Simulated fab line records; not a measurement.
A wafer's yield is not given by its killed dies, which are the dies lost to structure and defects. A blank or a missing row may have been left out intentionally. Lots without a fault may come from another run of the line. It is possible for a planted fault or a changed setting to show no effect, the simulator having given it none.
Lot-split experiment	flow rit cmos	on a route of 202 steps: 5 lots, 27 wafers read

== THE SPLIT ITSELF ==
At RIT_ACTIVE_CVD_03 (deposits Si3N4 from SiH2Cl2/NH3, target thk 150 nm, time 1500 s), the setting time s was moved away from the recipe's 1500 s on 12 of the 27 wafers read, by -57.0% to -55.9%. For the rest of the wafers, this setting stayed at what the recipe calls for.

== FROM THE SPLIT TO THE READING: what the file shows between them, 4 steps ==
- RIT_ACTIVE_THK_MEAS_04
- RIT_ACTIVE_HMDS_05: prime time 60 s
- RIT_ACTIVE_COAT_06: resist thk 1000 nm
- RIT_ACTIVE_HARDBAKE_12: time 60 s

== THE READING ==
oes product au, in a.u., at RIT_ACTIVE_ETCH_13 (etches Si3N4 in SF6, stops on SiO2, time 210 s, target depth 210 nm). A value of 0.822 a.u. with a standard deviation of 0.011 a.u. is what fault-free wafers of this fab line usually give.

wafer	tool, chamber at the split	time s as run, s	against the recipe	oes product au, a.u.	against lot-mates on the recipe
L074.1	-, -	1500	recipe	0.818	-
L074.2	-, -	1500	recipe	0.832	-
L074.3	-, -	1500	recipe	0.810	-
L074.4	-, -	1500	recipe	0.852	-
L074.5	-, -	1500	recipe	0.817	-
L074.6	-, -	1500	recipe	0.833	-
L075.1	-, -	661.1	-55.9%	0.580	no lot-mate on the recipe
L075.2	-, -	661.1	-55.9%	0.570	no lot-mate on the recipe
L075.3	-, -	661.1	-55.9%	0.591	no lot-mate on the recipe
L075.4	-, -	661.1	-55.9%	0.569	no lot-mate on the recipe
L075.5	-, -	661.1	-55.9%	0.595	no lot-mate on the recipe
L075.6	-, -	661.1	-55.9%	0.575	no lot-mate on the recipe
L076.1	-, -	1500	recipe	0.822	-
L076.2	-, -	1500	recipe	0.823	-
L076.3	-, -	1500	recipe	0.816	-
L076.4	-, -	1500	recipe	0.820	-
L076.5	-, -	1500	recipe	0.805	-
L076.6	-, -	1500	recipe	0.812	-
L080.1	-, -	645.7	-57.0%	0.567	no lot-mate on the recipe
L080.2	-, -	645.7	-57.0%	0.586	no lot-mate on the recipe
L080.3	-, -	645.7	-57.0%	0.573	no lot-mate on the recipe
L080.4	-, -	645.7	-57.0%	0.572	no lot-mate on the recipe
L080.5	-, -	645.7	-57.0%	0.581	no lot-mate on the recipe
L080.6	-, -	645.7	-57.0%	0.577	no lot-mate on the recipe
L082.3	lpcvd-02, 0	1500	recipe	0.824	-
L082.4	lpcvd-02, 0	1500	recipe	0.820	-
L082.6	lpcvd-02, 0	1500	recipe	0.824	-

THE FIT
A straight line over all 27 wafers: oes product au changes by +0.00432 a.u. for each +1% of time s; r = +1.00; the points scatter about the line by 0.01 a.u.
Too few moved wafers with a lot-mate on the recipe to fit a line net of each lot's own level.

== THE WHOLE CHAIN: every reading that the file lists as answering this split, in the file's order ==
step	what it does	reading	change (the file's fit)	r (the file's)
RIT_ACTIVE_CVD_03	deposits Si3N4 from SiH2Cl2/NH3, target thk 150 nm, time 1500 s	Si3N4_of_ACTIVE_CVD_03.thk nm (the simulator's own value, which no gauge read)	+1.47 nm for each +1% of the setting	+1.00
RIT_ACTIVE_THK_MEAS_04		ACTIVE_NITRIDE_THK	+1.47 for each +1% of the setting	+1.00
RIT_ACTIVE_ETCH_13	etches Si3N4 in SF6, stops on SiO2, time 210 s, target depth 210 nm	oes product au	+0.00432 a.u. for each +1% of the setting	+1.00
RIT_ACTIVE_ETCH_13	etches Si3N4 in SF6, stops on SiO2, time 210 s, target depth 210 nm	etch.depth nm (the simulator's own value, which no gauge read)	+1.47 nm for each +1% of the setting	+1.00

== THE FILE'S OWN FIT ==
oes product au changes by +0.00432 a.u. for each +1% of time s, r = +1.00.
